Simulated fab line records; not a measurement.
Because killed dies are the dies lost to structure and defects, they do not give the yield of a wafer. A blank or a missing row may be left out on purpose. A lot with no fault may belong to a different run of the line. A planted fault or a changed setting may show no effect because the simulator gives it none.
What tool caused it? | flow ritCmos | 42 wafers from 14 lots sampled at 2 of the route's 202 steps

WHAT THE GAUGES READ, wafer by wafer
RIT_NWELL_TW_MEAS_10.
lot  | measured    | on           | NWELL_TW
L913 | day 1 21:53 | filmMetro-03 | 2123 2115 2130
L915 | day 2 06:53 | filmMetro-04 | 2163 2174 2165
L916 | day 2 11:59 | filmMetro-02 | 2110 2111 2108
L917 | day 2 18:11 | filmMetro-03 | 2129 2127 2129
L918 | day 2 23:22 | filmMetro-03 | 2119 2125 2109
L919 | day 3 04:50 | filmMetro-04 | 2159 2162 2153
L921 | day 3 14:16 | filmMetro-02 | 2114 2120 2120
L925 | day 4 10:02 | filmMetro-04 | 2158 2167 2160
L926 | day 4 17:58 | filmMetro-03 | 2124 2131 2114
L927 | day 4 20:41 | filmMetro-04 | 2179 2157 2170
L928 | day 5 00:03 | filmMetro-04 | 2157 2156 2162
L929 | day 5 05:35 | filmMetro-02 | 2056 2063 2036
L930 | day 5 12:19 | filmMetro-04 | 2147 2146 2145
L932 | day 5 19:53 | filmMetro-04 | 2072 2077 2080

WHICH TOOL RAN EACH LOT (tool, then ch and the chambers of the sampled wafers, then the start)
lot  | RIT_NWELL_IMPLANT_08
L913 | implanter-01 ch 0, day 1 21:34
L915 | implanter-02 ch 0, day 2 06:34
L916 | implanter-02 ch 0, day 2 11:39
L917 | implanter-04 ch 0, day 2 17:52
L918 | implanter-04 ch 0, day 2 23:03
L919 | implanter-02 ch 0, day 3 04:32
L921 | implanter-04 ch 0, day 3 13:57
L925 | implanter-04 ch 0, day 4 09:43
L926 | implanter-04 ch 0, day 4 17:41
L927 | implanter-01 ch 0, day 4 20:23
L928 | implanter-01 ch 0, day 4 23:45
L929 | implanter-01 ch 0, day 5 05:16
L930 | implanter-02 ch 0, day 5 12:00
L932 | implanter-01 ch 0, day 5 19:37
- RIT_NWELL_IMPLANT_08

AS READ BY THE TOOLS THEMSELVES (means over the sampled wafers that have a number; for cases with no such wafer, the mark the record gives instead)
RIT_NWELL_IMPLANT_08.
lot  | tool         | beamEnergyKeV | endStationPressureTorr (Torr)
L913 | implanter-01 | 169.99        | 5.26e-06
L915 | implanter-02 | 170.00        | 4.92e-06
L916 | implanter-02 | 170.10        | 5.03e-06
L917 | implanter-04 | 170.02        | 5.03e-06
L918 | implanter-04 | 169.99        | 5.09e-06
L919 | implanter-02 | 169.97        | 5.27e-06
L921 | implanter-04 | 169.97        | 5.13e-06
L925 | implanter-04 | 169.94        | 5.16e-06
L926 | implanter-04 | 170.03        | 5.17e-06
L927 | implanter-01 | 169.96        | 5.15e-06
L928 | implanter-01 | 170.03        | 5.50e-06
L929 | implanter-01 | 139.47        | 5.32e-06
L930 | implanter-02 | 169.93        | 5.13e-06
L932 | implanter-01 | 139.41        | 5.30e-06

THE ANSWER, worked out from the rows above alone
Rule: the usual values come from the lots themselves. The widest of any qualifying gaps counts: lots, ordered by their means at a reading, are off when they make up no more than a third of the lots, leave a main group of 4 or more, and stand apart from it by 3 or more times the standard deviation of that group's means. Not used: any main group whose means are identical at the precision the tables above print for the reading. Also off: a lot with no number at a reading for which 4 or more lots have one. Any other lot the step has rows for is counted as sound. Order of review: gauges by route order, followed by the tools' own readings, for which a lot's mean as printed above is used. The first step at which some lot is off is used, and at that step the reading that is off furthest; a lot without a number counts as furthest.
Off, at RIT_NWELL_IMPLANT_08 on beamEnergyKeV: L929, L932. For the main group the mean is 169.99 and the standard deviation 0.045.
If a tool, at that step or one of the process steps before it, ran each lot that is off and ran no sound lot following the first of them, it fits. One candidate fits, namely implanter-01 at RIT_NWELL_IMPLANT_08. Its last sound lot is L928 (day 4 23:45), its first lot that is off L929 (day 5 05:16): a fault that began between those two fits.
On the lots that are off, the tool's own readings at RIT_NWELL_IMPLANT_08 differ by more than 5 times the standard deviation of the sound lots' means, which bears it out; beamEnergyKeV reads 139.44 there versus 169.99 on the sound lots.

WHAT THE SIMULATOR PUT IN
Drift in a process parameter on implanter-01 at RIT_NWELL_IMPLANT_08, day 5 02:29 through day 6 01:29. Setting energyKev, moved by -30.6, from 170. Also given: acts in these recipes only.
Lots struck among those shown: L929, L932. This agrees with what the rule above found.
